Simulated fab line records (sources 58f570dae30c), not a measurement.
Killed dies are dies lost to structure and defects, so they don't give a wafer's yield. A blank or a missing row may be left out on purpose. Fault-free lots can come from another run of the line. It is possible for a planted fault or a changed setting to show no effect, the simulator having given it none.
Problem report in the 8D (eight disciplines) form, filled by code | flow berkeley cmos170 | the parts of the form that need people (team, actions taken, sign-off) are left out

== 1. WHAT WENT WRONG ==
Mean of oes product au at UCB170_PWELL_STRIP_16: 0.639 a.u. across 3 wafers in 2 lots; on wafers with no fault it is 0.721 a.u. (standard deviation 0.0045). Measured from the usual mean, that is -18 standard deviations.
The step: strips in O2.
First observed at day 5 05:56: wafer L238.1, on plasma asher-04. At this step, 42 wafers from 14 lots have a number in the record. Rule for "out", or "out of limits": more than 4 standard deviations from the usual mean. All remaining wafers that have a number are taken as sound.

== 2. WHAT IT IS, WHAT IT ISN'T ==
question                    | is                     | is not
which readings at this step | oes product au         | drypump motor current A, strip time to endpoint s
which lots                  | L238, L240             | L230, L231, L232, L233, L234, L235, L236, L244, L247, L251, L252, L253
which wafers of those lots  | L238.1, L238.3, L240.1 | L238.5, L240.2, L240.3
read on which tools         | plasma asher-04        | plasma asher-01, plasma asher-03
when                        | from day 5 05:56       | up to then (22 sound wafers); but 17 sound wafers of L240, L244, L247, L251, L252, L253 came after

== 3. WHAT RULES OUT EACH SUSPECT ==
Counting: a tool at a process step up to the reading stays a suspect if it ran every lot that is out. Sound lots after the first of them don't rule it out here, since some wafers of a struck lot are sound.
- plasma asher-04 at UCB170_PWELL_STRIP_16 (strips in O2): kept. It ran every lot that is out, first L238 (day 5 05:56); its last sound lot up to then is L236 (day 4 19:07). On those wafers its own readings are out: oes product au.
- The sound lot-mates ran in chamber 0 of plasma asher-04 at UCB170_PWELL_STRIP_16, but the wafers that are out ran in chamber 1.
The count leaves plasma asher-04 at UCB170_PWELL_STRIP_16.

== 4. THE CAUSE (what the simulator had put in) ==
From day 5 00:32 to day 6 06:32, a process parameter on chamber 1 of plasma asher-04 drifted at UCB170_PWELL_STRIP_16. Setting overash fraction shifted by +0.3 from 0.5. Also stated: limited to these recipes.
This tool alone remained once counting was done.

== 5. THE EFFECT CHAIN, in route order ==
Each row: a reading whose mean over the struck wafers that have a number lies more than 3 standard deviations from the usual. Scope: only readings with a usual standard deviation given in the record; hours: median across lots of the time from each lot's start at the first step in this table that gives one to its start at this step; sigmas: change in usual standard deviations.
hours | step                  | reading        | usual      | on struck wafers | change | sigmas
0     | UCB170_PWELL_STRIP_16 | oes product au | 0.721 a.u. | 0.639            | -0.082 | -18
Process steps it contains:
- UCB170_PWELL_STRIP_16: strips in O2.
At these later measuring or inspecting steps, every struck wafer for which the step has a row has a number for every such reading, and none has moved that far: UCB170_M1_OVL_MEAS_10.

== 6. WHAT WOULD HAVE CAUGHT IT SOONER ==
The fault began at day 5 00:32; the first out-of-limits reading in this record came at day 5 05:56, 5 hours later.
